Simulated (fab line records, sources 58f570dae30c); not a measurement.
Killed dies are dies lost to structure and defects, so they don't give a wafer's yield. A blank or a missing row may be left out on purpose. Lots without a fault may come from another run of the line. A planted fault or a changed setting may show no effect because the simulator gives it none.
fab line records | flow berkeley_cmos170
record lots=5 wafers=15 last_day=11
route steps=331 shown PVT@117 GATE@125 PLDD@145 NLDD@158 CONTACT@233
lots that met no fault: from a run of the same line without faults
start_h: hours from the record's first day to the start of the lot's first wafer shown | wait_h: hours since the lot's step before | " the same as in the row above | L1.1+2: a row that stands for several wafers | - no value, or no start given | * or withheld: withheld | < > ~ a bound
route shown NAME@n: a module of which the file shows steps, and the number in the route of the first | usual: mean/standard deviation of fault-free wafers | same: alike in all rows | chamber/n: place in a boat | sites: the reading at each site | _std_site: their standard deviation | _edge_site: outer sites' mean less inner sites' | radius_mm: how far each site lies from the wafer's centre | mask NAME#n: copy n | behind: the tool/chamber that last shaped the wafer | hold: why the lot was held/for how many hours/how that ended | device: the transistor (n, p or np) that didn't switch | end of line: the same wafers' tests at the end of the route | a step without rows: its recipe alone | killed: dies lost to structure and defects at the first sort, not the wafer's yield | map: a wafer's dies, x killed, . not, _ none there
set.NAME: the setting as run; set.NAME@STEP: as run at that earlier step | model.NAME: the simulator's own value behind a step, which no gauge read
lots at some steps of the route; a table a step, a row a wafer
services: from which hour (start_h, from the record's first day; less than 0 if before it) a tool's chamber was out of use, for how many hours, and why
## steps
# step UCB170_PVT_SOFTBAKE_02
# recipe resist=KrF temp_c=130 time_s=60
# step UCB170_PVT_EXPOSE_03
# recipe mask_id=NWELL target_cd_nm=3000 na=0.5 sigma_outer=0.6 source_shape=conventional dose_mj=30
# step UCB170_PVT_PEB_04
# recipe peb_temp_c=130 peb_time_s=withheld resist=KrF
# step UCB170_PVT_DEVELOP_05
# recipe developer=TMAH develop_time_s=45 resist=KrF dev_temp_c=21
# step UCB170_PVT_IMPLANT_07
# recipe species=P dose_cm2=2e+12 energy_kev=30 tilt_deg=7
# step UCB170_PVT_STRIP_08
# recipe chemistry=O2 power_w=400 pressure_mtorr=3500 platen_temp_c=withheld o2_flow_sccm=400 overash_fraction=0.5
# step UCB170_GATE_WET_ETCH_00
# recipe chemistry=dHF dilution=25:1 target=SiO2 temp_c=25 time_s=200
# step UCB170_GATE_OXIDATION_01
# recipe temp_c=850 ambient=O2 target_thk_a=66 ox_time_s=1800
# step UCB170_GATE_ANNEAL_03
# recipe temp_c=900 time_s=1800 ambient=N2
# usual spike_tc_centre_C=902.4/1.3 spike_tc_load_C=924.8/2.7 spike_tc_source_C=923.3/2.6 tube_center_temp_C=900/0.076 tube_center_temp_C_max=902.3/0.39
# columns lot.wafer tool chamber start_h wait_h spike_tc_centre_C spike_tc_load_C spike_tc_source_C tube_center_temp_C tube_center_temp_C_max
L738.1 furnace-02 0 175.22 1.5 902.6 922.0 920.5 900.04 902.4
L738.2 " 0 " " 901.5 922.7 922.3 900.12 902.6
L738.3 " 0 " " 899.0 921.6 918.9 899.99 902.4
L739.4 furnace-02 0 186.16 2.6 910.0 931.2 932.1 909.94 912.4
L739.5 " 0 " " 911.4 932.9 930.3 910.12 912.5
L739.6 " 0 " " 912.2 932.1 930.2 910.18 912.3
L740.1 furnace-02 0 186.16 2.6 911.3 929.0 932.2 910.1 912.6
L740.2 " 0 " " 911.4 932.4 931.6 910.21 912.3
L740.4 " 0 " " 911.8 933.0 930.7 910.05 913.0
L741.1 furnace-02 0 199.84 2.5 913.1 932.2 933.1 910 912.6
L741.4 " 0 " " 910.3 932.1 932.5 910.01 912.5
L741.6 " 0 " " 911.7 932.2 931.3 910.08 912.4
L748.3 furnace-03 0 232.31 4.1 902.0 926.9 921.3 899.96 902.3
L748.5 " 0 " " 901.6 924.0 925.3 899.92 902.0
L748.6 " 0 " " 902.6 924.9 924.3 900.08 902.5
# step UCB170_GATE_CVD_04
# recipe material=poly-Si temp_c=610 precursor=SiH4 time_s=1440 pressure_mtorr=375 target_thk_nm=214 sih4_flow_sccm=120
# step UCB170_GATE_COAT_06
# recipe resist=BARC temp_c=withheld time_s=withheld spin_rpm=3000 resist_thk_nm=withheld
# step UCB170_GATE_COAT_07
# recipe resist=KrF spin_rpm=1500 resist_thk_nm=900
# step UCB170_GATE_SOFTBAKE_08
# recipe resist=KrF temp_c=130 time_s=60
# step UCB170_GATE_EXPOSE_09
# recipe mask_id=POLY target_cd_nm=350 na=0.5 sigma_outer=0.6 source_shape=conventional dose_mj=21
# step UCB170_GATE_PEB_10
# recipe peb_temp_c=130 peb_time_s=withheld resist=KrF
# step UCB170_GATE_DEVELOP_11
# recipe developer=TMAH develop_time_s=45 resist=KrF dev_temp_c=21
# step UCB170_GATE_ETCH_14
# recipe chemistry=N2/H2 target_depth_a=withheld overetch_a=withheld target=BARC time_s=withheld source_w=500 bias_w=100 pressure_mtorr=30 n2_flow_sccm=100 h2_flow_sccm=200
# step UCB170_GATE_ETCH_15
# recipe chemistry=HBr/Cl2 target=poly-Si stop_on=SiO2 over_etch_frac=0.3 icp_w=300 bias_w=150 time_s=56.3 pressure_mtorr=15 HBr_flow_sccm=150 Cl2_flow_sccm=50 target_depth_a=2782
# step UCB170_GATE_STRIP_16
# recipe chemistry=O2 power_w=400 pressure_mtorr=3500 platen_temp_c=withheld o2_flow_sccm=400 overash_fraction=0.5
# step UCB170_GATE_CLEAN_17
# recipe chemistry=SPM temp_c=120 time_s=600
# step UCB170_PLDD_HMDS_00
# recipe prime_time_s=60 prime_temp_c=100
# step UCB170_PLDD_COAT_01
# recipe resist=KrF spin_rpm=1500 resist_thk_nm=900
# step UCB170_PLDD_SOFTBAKE_02
# recipe resist=KrF temp_c=130 time_s=60
# step UCB170_PLDD_EXPOSE_03
# recipe mask_id=PSELECT na=0.5 sigma_outer=0.6 source_shape=conventional target_cd_nm=1200 dose_mj=30
# step UCB170_PLDD_PEB_04
# recipe peb_temp_c=130 peb_time_s=withheld resist=KrF
# step UCB170_PLDD_DEVELOP_05
# recipe developer=TMAH develop_time_s=45 resist=KrF dev_temp_c=21
# step UCB170_PLDD_IMPLANT_08
# recipe species=BF2 dose_cm2=5e+13 energy_kev=10 tilt_deg=7 rotation_deg=0
# step UCB170_PLDD_IMPLANT_09
# recipe species=BF2 dose_cm2=5e+13 energy_kev=10 tilt_deg=7 rotation_deg=180
# step UCB170_PLDD_STRIP_10
# recipe chemistry=O2 power_w=400 pressure_mtorr=3500 platen_temp_c=withheld o2_flow_sccm=400 overash_fraction=0.5
# step UCB170_PLDD_CLEAN_12
# recipe chemistry=SPM temp_c=120 time_s=600
# step UCB170_NLDD_HMDS_00
# recipe prime_time_s=60 prime_temp_c=100
# step UCB170_CONTACT_ETCH_17
# recipe chemistry=N2/H2 target_depth_a=withheld overetch_a=withheld target=BARC time_s=withheld source_w=500 bias_w=100 pressure_mtorr=30 n2_flow_sccm=100 h2_flow_sccm=200
# usual drypump_motor_current_A=6.0/0.42 oes_product_au=0.995/0.023 throttle_valve_pct=13.37/0.23
# columns lot.wafer tool chamber start_h wait_h drypump_motor_current_A oes_product_au throttle_valve_pct model.CONTACT.cd_nm
L738.1 rie_diel-04 0 196.90 0.0 6.1 0.974 13.16 699.1
L738.2 " 1 " " 6.1 0.977 13.31 697.4
L738.3 " 3 " " 6.5 1.006 13.63 697.1
L739.4 rie_diel-03 3 214.06 0.0 5.7 1.004 13.24 700.8
L739.5 " 1 " " 5.8 0.964 13.56 701.9
L739.6 " 0 " " 6.7 0.991 13.43 704.4
L740.1 rie_diel-02 2 218.54 0.0 5.4 1.036 12.86 699.3
L740.2 " 1 " " 5.4 1.009 13.09 697.6
L740.4 " 0 " " 5.5 1.006 13.68 699.7
L741.1 rie_diel-04 2 226.33 0.0 6.1 0.995 13.34 689.7
L741.4 " 0 " " 6.1 0.974 13.16 690.1
L741.6 " 0 " " 6.1 0.978 13.15 691.3
L748.3 rie_diel-03 2 256.13 0.0 6.6 0.960 13.54 701.3
L748.5 " 1 " " 5.8 0.974 13.57 702.3
L748.6 " 0 " " 6.7 0.980 13.43 701.9
# step UCB170_CONTACT_ETCH_18
# recipe chemistry=CHF3/CF4/Ar target=PSG stop_on=TiSi2 CHF3_flow_sccm=45 cf4_flow_sccm=15 Ar_flow_sccm=150 pressure_mtorr=200 rf_w=700 target_depth_a=8400 over_etch_frac=0.2 time_s=195
# usual drypump_motor_current_A=6.0/0.42 oes_product_au=0.886/0.016 throttle_valve_pct=6.95/0.13
# columns lot.wafer tool chamber start_h wait_h drypump_motor_current_A oes_product_au rf_hours_counter_h throttle_valve_pct model.CONTACT.cd_nm
L738.1 rie_diel-04 0 - - 6.1 0.870 133 6.80 699.3
L738.2 " 1 " " 6.1 0.881 74 6.88 697.6
L738.3 " 3 " " 6.5 0.903 140 7.09 697.6
L739.4 rie_diel-03 3 - - 5.6 0.896 95 6.85 700.4
L739.5 " 1 " " 5.8 0.875 - 6.98 701.2
L739.6 " 0 " " 6.7 0.885 - 6.96 704.2
L740.1 rie_diel-02 2 - - 5.4 0.911 127 6.67 699.5
L740.2 " 1 " " 5.4 0.883 51 6.91 697.9
L740.4 " 0 " " 5.5 0.886 2 7.16 699.7
L741.1 rie_diel-04 2 - - 6.1 0.882 107 7.02 689.6
L741.4 " 0 " " 6.1 0.875 135 6.79 690.6
L741.6 " 0 " " 6.1 0.871 - 6.80 691.5
L748.3 rie_diel-03 2 - - 6.6 0.865 102 7.06 700.6
L748.5 " 1 " " 5.8 0.872 - 6.97 702.7
L748.6 " 0 " " 6.7 0.880 - 6.95 702.4
## services
# columns tool chamber start_h hours kind
rie_diel-02 0 168.80 - clean
rie_diel-02 0 168.80 14.3 scheduled_down
rie_diel-02 0 168.80 14.3 vent_cycle
rie_diel-04 2 190.40 9.5 repair
furnace-03 - 192.94 3.6 pm
rie_diel-02 1 205.79 10.0 repair
rie_diel-02 2 206.95 8.6 repair
rie_diel-04 3 228.69 - clean
rie_diel-04 3 228.69 19.8 scheduled_down
rie_diel-04 3 228.69 19.8 vent_cycle
furnace-02 - 230.24 5.3 pm
rie_diel-02 0 235.37 4.8 repair
rie_diel-04 0 249.93 - clean
rie_diel-04 0 249.93 14.3 scheduled_down
rie_diel-04 0 249.93 14.3 vent_cycle
furnace-02 - 250.69 3.6 pm
rie_diel-02 1 253.60 7.4 repair
## key
first_sign step=UCB170_GATE_ANNEAL_03 reading=tube_center_temp_C direction=up sigmas=99+ usual=* struck=*
effect step=UCB170_GATE_ANNEAL_03 reading=tube_center_temp_C_max direction=up sigmas=26 usual=* struck=*
model_effect step=UCB170_CONTACT_ETCH_17 value=CONTACT.cd_nm without=700.6 struck=697.2
model_effect step=UCB170_CONTACT_ETCH_18 value=CONTACT.cd_nm without=700.5 struck=697.2
met_at UCB170_GATE_ANNEAL_03
struck_wafers L739.4,L739.5,L739.6,L740.1,L740.2,L740.4,L741.1,L741.4,L741.6
tester_left_out L739,L740,L741
loop_trim step=UCB170_CONTACT_EXPOSE_12 setting=dose lots=L741
onset_between 175.22 186.16
fault kind=process_parameter_drift tool=furnace-02 chamber=- onset_h=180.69 steps=UCB170_GATE_ANNEAL_03 channel=temp_c offset=* shape=step end_h=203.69 acts_in=* stated=*
# tester_left_out: of these lots the tester's yield and bins aren't shown, on N5 and GAA mostly nor the transistor test; their killed dies are dies lost to structure and defects alone, not to doping, threshold or leakage, so they don't give the yield
# loop_trim: a control loop set the setting to another value than it would have without faults
